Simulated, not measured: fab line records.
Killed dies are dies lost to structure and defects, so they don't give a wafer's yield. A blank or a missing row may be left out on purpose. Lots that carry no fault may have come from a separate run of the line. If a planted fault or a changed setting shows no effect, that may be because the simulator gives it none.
Problem report in the 8D (eight disciplines) form, filled by code / flow rit-cmos / the parts of the form that need people (team, actions taken, sign-off) are left out

1. WHAT WENT WRONG
Wafers without a fault read 193.4 s, standard deviation 0.36; run-length-s at RIT_M1_METAL_ETCH_12 reads a mean of 152.1 s on 6 wafers belonging to 2 lots. That is -99 or more standard deviations from the usual mean.
The step: etches Al in Cl2/BCl3, stops on SiO2, time 165 s, target depth 600 nm.
Seen first at day 5 16:51 on rie-metal-01, wafer L503.2. The record holds 18 wafers of 6 lots with a number at this step. Rule for "out" (also "out of limits"): further than 4 standard deviations from the usual mean. All remaining wafers that have a number are taken as sound.

2. WHAT IT IS AND WHAT IT IS NOT
question=which readings at this step | is=run-length-s, oes-product-au | is not=drypump-motor-current-A, throttle-valve-pct
question=which lots | is=L503, L506 | is not=L497, L511, L513, L514
question=which wafers of those lots | is=all that have a number | is not=-
question=read on which tools | is=rie-metal-01 | is not=rie-metal-02, rie-metal-04
question=when | is=from day 5 16:51 | is not=up to then (3 sound wafers); but 9 sound wafers of L511, L513, L514 came after

3. THE SUSPECTS, EACH WITH WHAT RULES IT OUT
Counting: a tool stays on the suspect list if, at a process step up to the reading, it processed all lots that are out and no sound lot following the first of them.
- rie-metal-01 at RIT_M1_METAL_ETCH_12 (etches Al in Cl2/BCl3, stops on SiO2, time 165 s, target depth 600 nm): kept. It processed each lot that is out, first L503 at day 5 16:51, and no sound lot thereafter; up to then, the last sound lot it processed was L497 at day 4 11:58. Its own oes-product-au, run-length-s readings are out on those wafers.
After counting, what remains is rie-metal-01 at RIT_M1_METAL_ETCH_12.

4. THE CAUSE (what the simulator had put in)
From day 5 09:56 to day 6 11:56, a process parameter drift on rie-metal-01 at RIT_M1_METAL_ETCH_12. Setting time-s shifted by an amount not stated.
After counting, this tool was the only one left.

5. THE CHAIN OF EFFECTS, in route order
One row per reading whose mean, taken over the struck wafers that have a number, lies over 3 standard deviations from the usual. Only readings for which the record gives a usual standard deviation are gone through. hours: the time from each lot's start at the first step in this table that gives one to its start at this step, as a median over the lots. sigmas: the change in usual standard deviations.
hours=0; step=RIT_M1_METAL_ETCH_12; reading=oes-product-au; usual=0.777 a.u.; on struck wafers=0.981; change=+0.204; sigmas=+16
hours=0; step=RIT_M1_METAL_ETCH_12; reading=run-length-s; usual=193.4 s; on struck wafers=152.1; change=-41.3; sigmas=-99 or more
It contains these process steps:
- RIT_M1_METAL_ETCH_12: etches Al in Cl2/BCl3, stops on SiO2, time 165 s, target depth 600 nm.

6. HOW IT WOULD HAVE BEEN CAUGHT EARLIER
The fault began at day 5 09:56; the first out-of-limits reading in this record came at day 5 16:51, 7 hours later.
